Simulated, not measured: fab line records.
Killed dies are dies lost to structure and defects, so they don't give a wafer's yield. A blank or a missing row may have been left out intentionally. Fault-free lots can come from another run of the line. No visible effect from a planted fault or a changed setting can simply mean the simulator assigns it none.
The tool behind it: which one?    flow berkeleyCmos170    Sampling: 7 lots, 21 wafers, 3 of 331 route steps

WHAT THE GAUGES READ, wafer by wafer
UCB170_V1_CD_MEAS_12: the cd target is 700 nm.
lot   measured      on        cdNm (nm)
L395  day 8 02:02   cdSem-01  698.3 699.3 696.8
L398  day 8 10:49   cdSem-01  700.0 701.4 699.6
L399  day 9 05:37   cdSem-01  699.9 699.4 698.9
L402  day 9 13:29   cdSem-02  704.0 704.4 704.3
L410  day 11 07:41  cdSem-02  699.8 700.9 700.8
L411  day 11 08:51  cdSem-01  699.5 700.4 698.1
L417  day 12 08:16  cdSem-02  698.4 699.4 698.4

TOOL THAT RAN EACH LOT (tool first, then ch and the chambers of the sampled wafers, then the start)
lot   UCB170_M1_SPUTTER_00         UCB170_V1_PEB_10
L395  pvdSputter-01, day 7 16:19   lithoTrack-04 ch 0, day 8 01:46
L398  pvdSputter-01, day 8 01:44   lithoTrack-01 ch 0, day 8 10:33
L399  pvdSputter-01, day 8 20:03   lithoTrack-03 ch 0, day 9 05:16
L402  pvdSputter-04, day 9 03:00   lithoTrack-03 ch 0, day 9 13:14
L410  pvdSputter-04, day 10 23:27  lithoTrack-01 ch 0, day 11 07:26
L411  pvdSputter-02, day 10 23:50  lithoTrack-04 ch 0, day 11 08:35
L417  pvdSputter-01, day 11 22:31  lithoTrack-01 ch 0, day 12 07:59
- UCB170_M1_SPUTTER_00: material Al, target thk 600 nm, time 80 s.
- UCB170_V1_PEB_10

THE ANSWER, worked out from the rows above alone
Rule: usual is defined by the lots themselves. The widest of any qualifying gaps counts: lots, ordered by their means at a reading, are off when they make up no more than a third of the lots, leave a main group of 4 or more, and stand apart from it by 3 or more times the standard deviation of that group's means. The tables above print the reading to a certain number of digits; a main group whose means all agree to those digits is not used. A lot without any number at a reading at which 4 lots or more have one is off too. The other lots that the step has rows for count as sound.
Off: L402, at UCB170_V1_CD_MEAS_12 (cdNm). The main group: mean 699.4 nm, standard deviation 0.83.
If a tool, at a process step before that reading, ran all the lots that are off and no sound lot after the first of them, it fits. Gauges at UCB170_V1_CD_MEAS_12: tried the same way as those tools. One fits: UCB170_V1_PEB_10 on lithoTrack-03. Its last sound lot is L399 (day 9 05:16), its first lot that is off L402 (day 9 13:14): a fault that began between those two fits.

WHAT WAS PUT IN BY THE SIMULATOR
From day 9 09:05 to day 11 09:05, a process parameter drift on lithoTrack-03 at UCB170_V1_PEB_10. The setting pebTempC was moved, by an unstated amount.
Lots struck among those shown: L402. The same result came from the rule above.
